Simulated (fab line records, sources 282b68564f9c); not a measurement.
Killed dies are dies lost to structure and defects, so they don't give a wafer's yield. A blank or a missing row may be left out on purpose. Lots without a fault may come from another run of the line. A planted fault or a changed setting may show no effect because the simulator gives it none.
A struck lot beside a sound one | flow rit_cmos | 43 steps out of a route of 202
Sound: wafers L541.1, L541.3, L541.4. Struck: wafers L552.1, L552.5, L552.6. The cause comes at the end.
At each step with rows: each side's tool, then ch and its chambers, then its first start. Under that, the readings that differ: sound wafers | struck wafers | difference of the means | sigmas: that difference in standard deviations of wafers without a fault.
alike: readings whose means differ by less than 2 such deviations, and words and numbers that are the same on both sides. not compared: withheld readings, readings that some wafer has no value for, bounds like >300 that may hide the same value, and numbers for which the record gives no deviation and whose values overlap.
The two part at a step that has a row with sigmas, a row that says differs or no value, or rows on one side only. Numbers that don't overlap but have no deviation are shown without sigmas and don't part them. A reading that every wafer of one side lacks parts them only if that side has two wafers or more.

first, 1 step without rows for these wafers: RIT_PRETRO_DEVELOP_05 (develop time 68 s).
RIT_PRETRO_OVL_MEAS_06:
  sound on overlay-01, day 2 18:41; struck on overlay-02, day 5 02:25
  alike: PRETRO_OVL
then, 2 steps without rows for these wafers: RIT_PRETRO_HARDBAKE_07 (time 120 s); RIT_PRETRO_IMPLANT_08.
RIT_PRETRO_STRIP_09: strips in O2, time 180 s.
  sound on plasma_asher-03 ch 0,1, day 2 19:07; struck on plasma_asher-03 ch 0,1, day 5 02:50
  alike: drypump_motor_current_A
  not compared: rf_hours_counter_h
RIT_PRETRO_TW_MEAS_10:
  sound on film_metro-03, day 2 19:17; struck on film_metro-03, day 5 03:01
  alike: PRETRO_TW
then, 5 steps without rows for these wafers: RIT_GATE_WET_ETCH_00 (etches SiO2 in BOE, target depth 56 nm, time 60 s); RIT_GATE_CLEAN_01 (cleans in SC1, time 600 s); RIT_GATE_CLEAN_02 (cleans in dHF, time 30 s); RIT_GATE_CLEAN_03 (cleans in SC2, time 600 s); RIT_GATE_CLEAN_04 (cleans in dHF, time 60 s).
RIT_FOX2_THK_MEAS_91:
  sound on film_metro-03, day 2 19:48; struck on film_metro-04, day 5 03:29
  alike: FIELD_OXIDE_LEFT_2_THK
RIT_GATE_OXIDATION_05: target thk 3 nm, ox time 270 s.
  sound on furnace-01 ch 0, day 2 19:52; struck on furnace-04 ch 0, day 5 03:50
then, 1 step without rows for these wafers: RIT_GATE_ANNEAL_06 (time 600 s).
RIT_GATE_THK_MEAS_07:
  sound on film_metro-04, day 2 21:11; struck on film_metro-01, day 5 05:10
  alike: GATE_OXIDE_THK
then, 1 step without rows for these wafers: RIT_GATE_CVD_08 (deposits poly-Si from SiH4, target thk 250 nm, time 2220 s).
RIT_GATE_THK_MEAS_09:
  sound on film_metro-01, day 2 23:09; struck on film_metro-04, day 5 07:39
  alike: GATE_POLY_THK
then, 6 steps without rows for these wafers: RIT_GATE_HMDS_10 (prime time 60 s); RIT_GATE_COAT_11 (resist thk 850 nm); RIT_GATE_SOFTBAKE_12 (time 60 s); RIT_GATE_EXPOSE_13 (exposes mask M6, target cd 150 nm); RIT_GATE_PEB_14; RIT_GATE_DEVELOP_15 (develop time 50 s).
RIT_GATE_CD_MEAS_16: target cd 150 nm.
  sound on cd_sem-02, day 3 00:18; struck on cd_sem-02, day 5 08:55
  alike: cd_nm
RIT_GATE_OVL_MEAS_17:
  sound on overlay-01, day 3 00:25; struck on overlay-02, day 5 09:02
  alike: GATE_OVL
then, 1 step without rows for these wafers: RIT_GATE_HARDBAKE_18 (time 60 s).
RIT_GATE_ETCH_19: etches poly-Si in SF6/CHF3/O2, stops on SiO2, time 165 s, target depth 312.5 nm.
  sound on rie_si-01 ch 1,2,3, day 3 00:36; struck on rie_si-02 ch 0,1,3, day 5 09:14
  alike: drypump_motor_current_A, oes_product_au, throttle_valve_pct
  not compared: rf_hours_counter_h
RIT_GATE_STRIP_20: strips in O2, time 180 s.
  sound on plasma_asher-03 ch 0,1, day 3 00:43; struck on plasma_asher-04 ch 0,1, day 5 09:20
  alike: drypump_motor_current_A
  not compared: rf_hours_counter_h
RIT_GATE_CD_MEAS_90: target cd 150 nm.
  sound on cd_sem-01, day 3 00:53; struck on cd_sem-02, day 5 09:31
  alike: cd_nm
then, 4 steps without rows for these wafers: RIT_REOX_CLEAN_00 (cleans in SC1, time 600 s); RIT_REOX_CLEAN_01 (cleans in dHF, time 30 s); RIT_REOX_CLEAN_02 (cleans in SC2, time 600 s); RIT_REOX_OXIDATION_03 (target thk 25.2 nm, ox time 5580 s).
RIT_REOX_THK_MEAS_04:
  sound on film_metro-04, day 3 04:13; struck on film_metro-02, day 5 13:55
  alike: REOX_OXIDE_THK
then, 6 steps without rows for these wafers: RIT_NLDD_HMDS_00 (prime time 60 s); RIT_NLDD_COAT_01 (resist thk 1000 nm); RIT_NLDD_SOFTBAKE_02 (time 60 s); RIT_NLDD_EXPOSE_03 (exposes mask M7, target cd 40700 nm); RIT_NLDD_PEB_04; RIT_NLDD_DEVELOP_05 (develop time 50 s).
RIT_NLDD_OVL_MEAS_06:
  sound on overlay-01, day 3 05:19; struck on overlay-02, day 5 14:57
  alike: NLDD_OVL
then, 1 step without rows for these wafers: RIT_NLDD_HARDBAKE_07 (time 60 s).
RIT_M1_PROBE_99:
  sound on prober-02, day 3 21:20; struck on prober-01, day 6 06:28
  reading | sound | struck                                                                     | difference                   | sigmas
  hold    | - - - | await_dispo/5.0h/release await_dispo/5.0h/release await_dispo/5.0h/release | no value on the sound wafers |
  alike: killed_at_front_end, killed_dies, killed_open, killed_short

WHERE THEY PART
Only at RIT_M1_PROBE_99, within this record.

WHY: what the simulator had put in
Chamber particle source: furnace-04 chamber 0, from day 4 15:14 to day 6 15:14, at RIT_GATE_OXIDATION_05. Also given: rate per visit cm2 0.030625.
